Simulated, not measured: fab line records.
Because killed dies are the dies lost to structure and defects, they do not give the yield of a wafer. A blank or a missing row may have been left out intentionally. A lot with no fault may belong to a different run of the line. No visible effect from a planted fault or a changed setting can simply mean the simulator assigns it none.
A single fault, viewed from 2 desks    flow berkeley_cmos170    each desk holds nothing but its own numbers, with what lay behind them at the end

== FOR THE TOOL OWNER'S DESK: rie_diel-04 ==
The tool's own readings at UCB170_V2_ETCH_14 (etches SiO2 in CHF3/CF4/Ar, stops on Al, target depth 1250 nm, time 291 s): means of the sampled wafers that have a number, for each lot that ran on this tool. A lot is out of limits, marked OUT, if its mean lies more than 4 standard deviations from the usual mean; the brackets give that distance.
Columns: A = CHF3_flow_sccm at UCB170_V2_ETCH_14, usual 45.01 sccm; B = cf4_flow_sccm at UCB170_V2_ETCH_14, usual 15.00 sccm; C = drypump_motor_current_A at UCB170_V2_ETCH_14, usual 5.4 A; D = oes_product_au at UCB170_V2_ETCH_14, usual 0.873 a.u.; E = throttle_valve_pct at UCB170_V2_ETCH_14, usual 6.95 %
lot   first seen here  A      B      C    D                 E
L338  day 7 15:25      44.97  14.99  5.2  0.857             7.05
L343  day 8 18:47      44.84  14.97  5.6  0.875             7.10
L344  day 9 08:36      44.85  15.02  5.4  0.859             7.07
L347  day 9 12:38      44.88  15.02  5.6  0.989 (+9.7) OUT  7.11
L353  day 11 00:23     44.91  15.05  5.3  0.988 (+9.6) OUT  7.06
Finding of this desk: L347, L353 out of limits; the first was L347 at day 9 12:38, on oes_product_au at UCB170_V2_ETCH_14. Within limits: L338, L343, L344.

== AT THE METROLOGY DESK ==
Means of the sampled wafers that have a number, per lot and without regard to the tool the lot ran on: this is what the gauges read. A lot is out of limits, marked OUT, if its mean lies more than 4 standard deviations from the usual mean; the brackets give that distance.
Columns: A = V2_TEOS_THK at UCB170_V2_THK_MEAS_01, usual 1997 nm; B = cd_nm at UCB170_V2_CD_MEAS_12, usual 700.0 nm
lot   first seen here  A     B
L337  day 7 11:19      1980  701.0
L338  day 7 13:26      1987  699.3
L335  day 7 13:48      1993  698.4
L341  day 8 07:15      2000  696.8
L339  day 8 07:29      1978  700.9
L343  day 8 16:26      2010  701.0
L342  day 8 16:48      1998  697.9
L344  day 9 06:37      2005  699.3
L346  day 9 06:50      1978  700.9
L347  day 9 10:37      2038  699.1
L353  day 10 22:27     2006  700.5
L356  day 11 11:23     1983  698.9
L355  day 11 16:21     1963  700.3
L358  day 12 08:28     1981  700.0
Result from this desk: across the 14 lots, nothing is out of limits.

== PUT TOGETHER ==
At day 9 12:38, on L347, L353, the tool owner's desk was in a position to raise an alarm.
From the metrology desk's view, nothing was out of limits.
The metrology desk holds a record of L347, L353, inside its limits.
Of the lots named, all ran UCB170_V2_ETCH_14 on rie_diel-04.

== WHAT WAS PUT IN BY THE SIMULATOR ==
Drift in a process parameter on rie_diel-04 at UCB170_V2_ETCH_14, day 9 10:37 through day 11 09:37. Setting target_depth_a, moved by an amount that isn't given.
Lots struck among those shown: L347, L353.
Delay in hours, fault start to first out-of-limits reading, by desk: the tool owner's desk at 2.
